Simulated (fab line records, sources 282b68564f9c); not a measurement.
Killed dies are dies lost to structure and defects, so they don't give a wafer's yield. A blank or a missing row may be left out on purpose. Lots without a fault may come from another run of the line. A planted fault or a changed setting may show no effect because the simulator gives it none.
Problem report in the 8D (eight disciplines) form, filled by code | flow rit_cmos | the parts of the form that need people (team, actions taken, sign-off) are left out

1. THE PROBLEM
killed_at_front_end at RIT_M1_PROBE_99 reads a mean of 264 on 6 wafers of 2 lots; wafers without a fault read 7 with a standard deviation of 3.3. That is +78 standard deviations from the usual mean.
First seen on wafer L876.2, day 6 23:35, on prober-02. The record holds 42 wafers of 14 lots with a number at this step. Rule for "out", or "out of limits": more than 4 standard deviations from the usual mean. The other wafers with a number count as sound.

2. WHAT IT IS AND WHAT IT IS NOT
question                    | is                                              | is not
which readings at this step | killed_at_front_end, killed_dies, killed_on_rim | killed_at_M0_to_M3, killed_open, killed_short
which lots                  | L876, L877                                      | L861, L862, L863, L864, L865, L867, L868, L869, L870, L871, L873, L875
which wafers of those lots  | all that have a number                          | -
read on which tools         | prober-01, prober-02                            | -
when                        | from day 6 23:35                                | up to then (36 sound wafers)

3. SUSPECTS, AND WHAT RULES EACH OUT
Counting: a tool at a process step up to the reading stays a suspect if it ran every lot that is out and no sound lot after the first of them.
- plasma_asher-01 at RIT_ACTIVE_STRIP_14 (strips in O2, time 180 s): kept. It ran every lot that is out, first L876 (day 4 23:50), and no sound lot after that; its last sound lot up to then is L875 (day 4 17:51).
- litho_track-03 at RIT_PWELL_COAT_01 (resist thk 1300 nm): kept. It ran every lot that is out, first L876 (day 5 09:06), and no sound lot after that; its last sound lot up to then is L870 (day 4 01:49).
Left after counting: plasma_asher-01 at RIT_ACTIVE_STRIP_14, litho_track-03 at RIT_PWELL_COAT_01.

4. THE CAUSE (what the simulator had put in)
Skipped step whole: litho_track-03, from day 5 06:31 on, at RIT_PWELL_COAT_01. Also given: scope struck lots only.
Counting left 2 suspects, and this tool is among them.

5. THE CHAIN OF EFFECTS, in route order
Each row: a reading whose mean over the struck wafers that have a number lies more than 3 standard deviations from the usual. Only readings for which the record gives a usual standard deviation are gone through. hours: the time from each lot's start at the first step in this table that gives one to its start at this step, as a median over the lots. sigmas: the change in usual standard deviations.
hours | step            | reading             | usual | on struck wafers | change | sigmas
0     | RIT_M1_PROBE_99 | killed_at_front_end | 7     | 264              | +257   | +78
0     | RIT_M1_PROBE_99 | killed_dies         | 7     | 264              | +257   | +78
0     | RIT_M1_PROBE_99 | killed_on_rim       | 2.0   | 70.0             | +68.0  | +45
The process steps in it:
- RIT_M1_PROBE_99
Readings that are blank on the struck wafers while sound wafers have them: chill_plate_temp_C at RIT_PWELL_COAT_01; dispense_pressure_kPa at RIT_PWELL_COAT_01; PWELL_OVL at RIT_PWELL_OVL_MEAS_06.

6. WHAT WOULD HAVE CAUGHT IT SOONER
In this record the first reading out of limits was taken at day 6 23:35, 41 hours after the fault began at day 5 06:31.
Between RIT_PWELL_COAT_01 and RIT_M1_PROBE_99, RIT_PWELL_OVL_MEAS_06 gave no PWELL_OVL on the struck wafers, where sound wafers have one: a measuring or inspecting step that comes back empty is itself a sign.
At RIT_PWELL_COAT_01 the tool's readings are blank on the struck wafers, where sound wafers have them: an empty tool record is the first sign, and it was there at once.
All the lots that are out (2) had begun RIT_PWELL_COAT_01 on litho_track-03 by day 6 23:35. A hold on the tool at that time would have spared none of them.
